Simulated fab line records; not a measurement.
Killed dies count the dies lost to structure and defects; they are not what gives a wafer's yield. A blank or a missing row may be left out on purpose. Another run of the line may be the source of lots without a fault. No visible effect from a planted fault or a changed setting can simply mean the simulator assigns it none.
Comparing a struck lot with a sound one	flow rit_cmos	14 out of 202 route steps
Sound: these wafers, L422.1, L422.2, L422.4. Struck: wafers L420.1, L420.2, L420.4. The cause comes at the end.
Per side, at each step with rows, come the tool, then ch with its chambers, and then its first start. Under that, the readings that differ: sound wafers	struck wafers	difference of the means	sigmas: that difference in standard deviations of wafers without a fault.
alike: words and numbers the same on both sides, and readings whose means are apart by under 2 such deviations; not compared: readings that were withheld, readings missing a value for some wafer, numbers with overlapping values and no deviation given by the record, and bounds like >300 which may hide the same value.
Wherever a step has rows on one side only, a row that says differs or no value, or a row with sigmas, the two part there. Numbers that don't overlap but have no deviation are shown without sigmas and don't part them. Lack of a reading on every wafer of one side parts them only where that side has two or more wafers.

RIT_SILICIDE_SPUTTER_01: material Ti, target thk 30 nm, time 240 s.
  sound on pvd_sputter-02 at day 6 20:46; struck on pvd_sputter-02 at day 6 15:04
  alike: throttle_valve_pct
RIT_SILICIDE_RS_MEAS_02: the measuring method here is four-point-probe.
  sound on film_metro-04 at day 6 20:55; struck on film_metro-04 at day 6 15:13
  alike: SILICIDE_TI_RS
RIT_SILICIDE_THK_MEAS_03: measures by xrf.
  sound on film_metro-04 at day 6 21:02; struck on film_metro-04 at day 6 15:20
  alike: SILICIDE_TI_THK
RIT_SILICIDE_RTA_04: time 10 s, ramp up 5 s, ramp down 5 s.
  sound on rtp_anneal-01 ch 0, day 6 21:06; struck on rtp_anneal-01 ch 0, day 6 15:24
  alike: wafer_temp_C_max
then, 1 step without rows for these wafers: RIT_SILICIDE_WET_ETCH_05 (etches Ti in SPM, time 120 s).
RIT_SILICIDE_RTA_06: time 10 s, ramp up 5 s, ramp down 10 s.
  sound on rtp_anneal-02 ch 0, day 6 21:13; struck on rtp_anneal-02 ch 0, day 6 15:30
  alike: wafer_temp_C_max
RIT_CONTACT_CVD_00: deposits SiO2 from TEOS, target thk 400 nm, time 61 s.
  sound on pecvd-04 ch 0,1, day 6 21:17; struck on pecvd-03 ch 1,2, day 6 15:34
  alike: heater_power_w
RIT_CONTACT_THK_MEAS_01:
  sound on film_metro-02 at day 6 21:20; struck on film_metro-02 at day 6 15:37
  alike: CONTACT_TEOS_THK
then, 4 steps without rows for these wafers: RIT_CONTACT_HMDS_02 (prime time 60 s); RIT_CONTACT_COAT_03 (resist thk 1000 nm); RIT_CONTACT_SOFTBAKE_04 (time 60 s); RIT_CONTACT_EXPOSE_05 (exposes mask M11, target cd 1000 nm).
RIT_CONTACT_PEB_06:
  struck on litho_track-04, day 6 16:15; sound on litho_track-02 ch 0, day 6 22:05
reading	sound	struck	difference	sigmas
exhaust_pa (Pa)	44.9 47.0 44.7	- - -	no value on the struck wafers	
  not compared: chill_plate_temp_C, resist_line_temp_C
then, 1 step without rows for these wafers: RIT_CONTACT_DEVELOP_07 (develop time 120 s).

== WHERE THEY PART ==
Only at RIT_CONTACT_PEB_06, within this record.

WHY: what had been put in by the simulator
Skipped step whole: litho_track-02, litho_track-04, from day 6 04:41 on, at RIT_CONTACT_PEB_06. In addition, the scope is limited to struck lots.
